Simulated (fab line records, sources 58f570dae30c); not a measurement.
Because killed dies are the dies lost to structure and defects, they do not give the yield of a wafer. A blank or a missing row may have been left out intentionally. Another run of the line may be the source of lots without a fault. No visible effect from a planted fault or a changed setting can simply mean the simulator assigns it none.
Which of the tools did it?    flow berkeley cmos170    14 lots with 42 wafers sampled at 4 steps, on a route of 331 steps

WHAT EACH GAUGE READ, for each wafer
UCB170_M1_OVL_MEAS_10.
lot   measured      on          M1_OVL (nm)
L514  day 8 06:14   overlay-02  2 2 0
L516  day 8 22:05   overlay-02  -12 -11 -7
L515  day 8 22:14   overlay-01  -7 -2 -2
L517  day 9 15:15   overlay-01  -6 -6 0
L522  day 9 16:10   overlay-02  -7 0 -3
L520  day 9 16:42   overlay-02  5 2 -1
L523  day 10 09:10  overlay-01  -8 -5 -10
L527  day 11 09:06  overlay-01  -3 -5 1
L531  day 12 03:40  overlay-02  5 2 0
L532  day 12 05:10  overlay-01  2 2 -7
L530  day 12 06:05  overlay-01  -3 -5 3
L535  day 12 20:44  overlay-01  3 3 0
L534  day 12 20:54  overlay-01  7 0 2
L537  day 13 00:36  overlay-02  2 -3 -1

UCB170_M1_CD_MEAS_90 targets a cd of 700 nm.
lot   measured      on         cd nm (nm)
L514  day 8 06:41   cd sem-01  697.6 697.9 697.3
L516  day 8 22:24   cd sem-02  697.8 695.0 694.2
L515  day 8 22:33   cd sem-01  698.3 697.0 700.3
L517  day 9 15:41   cd sem-01  694.8 695.0 693.6
L522  day 9 16:37   cd sem-02  701.5 700.8 699.8
L520  day 9 17:01   cd sem-02  695.4 693.6 693.5
L523  day 10 09:28  cd sem-01  697.0 700.3 701.4
L527  day 11 09:26  cd sem-02  701.7 699.9 702.8
L531  day 12 03:59  cd sem-01  702.0 703.4 700.4
L532  day 12 05:31  cd sem-02  696.7 696.4 697.8
L530  day 12 06:25  cd sem-02  702.1 702.2 702.0
L535  day 12 21:03  cd sem-02  701.3 703.2 704.1
L534  day 12 21:19  cd sem-02  701.5 698.6 701.0
L537  day 13 00:55  cd sem-02  705.0 706.4 706.2

UCB170_V1_THK_MEAS_01.
lot   measured      on             V1_TEOS_THK (nm)
L514  day 8 08:55   film metro-03  1995 1991 2006
L516  day 9 00:00   film metro-04  2003 2034 2040
L515  day 9 01:21   film metro-04  1989 2006 1996
L517  day 9 18:33   film metro-04  1962 1997 1987
L522  day 9 18:43   film metro-03  1954 1996 1978
L520  day 9 19:53   film metro-03  2006 1986 2009
L523  day 11 00:49  film metro-03  1987 1976 2009
L527  day 11 12:03  film metro-04  1992 2029 2060
L531  day 12 05:35  film metro-04  2025 2046 2053
L532  day 12 08:19  film metro-01  2032 2051 2030
L530  day 12 08:28  film metro-03  1987 1975 2012
L535  day 12 22:44  film metro-04  1980 1977 2040
L534  day 13 00:01  film metro-01  2023 1977 2013
L537  day 13 02:35  film metro-04  1978 2033 1994

EACH LOT AND THE TOOL THAT RAN IT (in order: tool; ch and the chambers of the sampled wafers; start)
lot   UCB170_M1_ETCH_11
L514  rie diel-02 ch 0,1,2, day 8 06:16
L516  rie diel-01 ch 0,1,2, day 8 22:07
L515  rie diel-04 ch 0,2, day 8 22:16
L517  rie diel-02 ch 0,1, day 9 15:17
L522  rie diel-02 ch 1,2,3, day 9 16:12
L520  rie diel-02 ch 0,1,3, day 9 16:44
L523  rie diel-02 ch 0,1,3, day 10 09:12
L527  rie diel-01 ch 0,1,2, day 11 09:07
L531  rie diel-01 ch 0,1, day 12 03:42
L532  rie diel-01 ch 0,3, day 12 05:12
L530  rie diel-04 ch 0,1,2, day 12 06:07
L535  rie diel-01 ch 0,1,3, day 12 20:46
L534  rie diel-04 ch 1,2, day 12 20:56
L537  rie diel-04 ch 0,1,2, day 13 00:38
- UCB170_M1_ETCH_11: etches BARC in N2/H2.

AS READ BY THE TOOLS THEMSELVES (means over the sampled wafers that have a number; for cases with no such wafer, the mark the record gives instead)
UCB170_M1_ETCH_11.
lot   tool         bias w (W)  drypump motor current A (A)  oes product au (a.u.)  throttle valve pct (%)
L514  rie diel-02  100.2       5.8                          1.011                  13.34
L516  rie diel-01  99.7        5.3                          1.004                  13.47
L515  rie diel-04  99.8        5.9                          0.999                  13.37
L517  rie diel-02  100.0       5.5                          1.008                  13.36
L522  rie diel-02  100.2       5.9                          0.996                  13.40
L520  rie diel-02  100.1       5.8                          1.236                  13.43
L523  rie diel-02  100.0       5.8                          1.222                  13.45
L527  rie diel-01  100.0       5.3                          1.012                  13.48
L531  rie diel-01  99.9        5.4                          1.006                  13.54
L532  rie diel-01  99.8        5.0                          0.985                  13.21
L530  rie diel-04  99.8        5.7                          1.002                  13.25
L535  rie diel-01  100.0       5.3                          0.991                  13.35
L534  rie diel-04  99.9        5.5                          0.987                  13.38
L537  rie diel-04  99.7        5.8                          1.007                  13.25

THE ANSWER, worked out from the rows above alone
Rule: what is usual is taken from the lots themselves. The widest of any qualifying gaps counts: lots, ordered by their means at a reading, are off when they make up no more than a third of the lots, leave a main group of 4 or more, and stand apart from it by 3 or more times the standard deviation of that group's means. The tables above print the reading to a certain number of digits; a main group whose means all agree to those digits is not used. A lot without any number at a reading at which 4 lots or more have one is off too. Where the step has rows for the other lots, those lots are counted as sound. First the gauges in route order, then the tools' own readings, where a lot's mean is used as printed above. The first step at which some lot is off is used, and at that step the reading that is off furthest; a lot without a number counts as furthest.
Off, at UCB170_M1_ETCH_11 on oes product au: L520, L523. Main group: mean 1.001 a.u., sd 0.0088.
If a tool, at that step or one of the process steps before it, ran each lot that is off and ran no sound lot following the first of them, it fits. One fits: rie diel-02 at UCB170_M1_ETCH_11. A fault onset in the window from L522 (day 9 16:12, its last sound lot) to L520 (day 9 16:44, its first lot off) fits.
The tool's own readings at UCB170_M1_ETCH_11 bear it out: on the lots that are off they differ by more than 5 times the standard deviation of the sound lots' means. oes product au reads 1.229 a.u. there against 1.001 a.u. on the sound lots.

WHAT HAD BEEN PUT IN BY THE SIMULATOR
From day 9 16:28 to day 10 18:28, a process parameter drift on rie diel-02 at UCB170_M1_ETCH_11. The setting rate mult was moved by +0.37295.
Lots struck among those shown: L520, L523. The rule above reached the same finding.
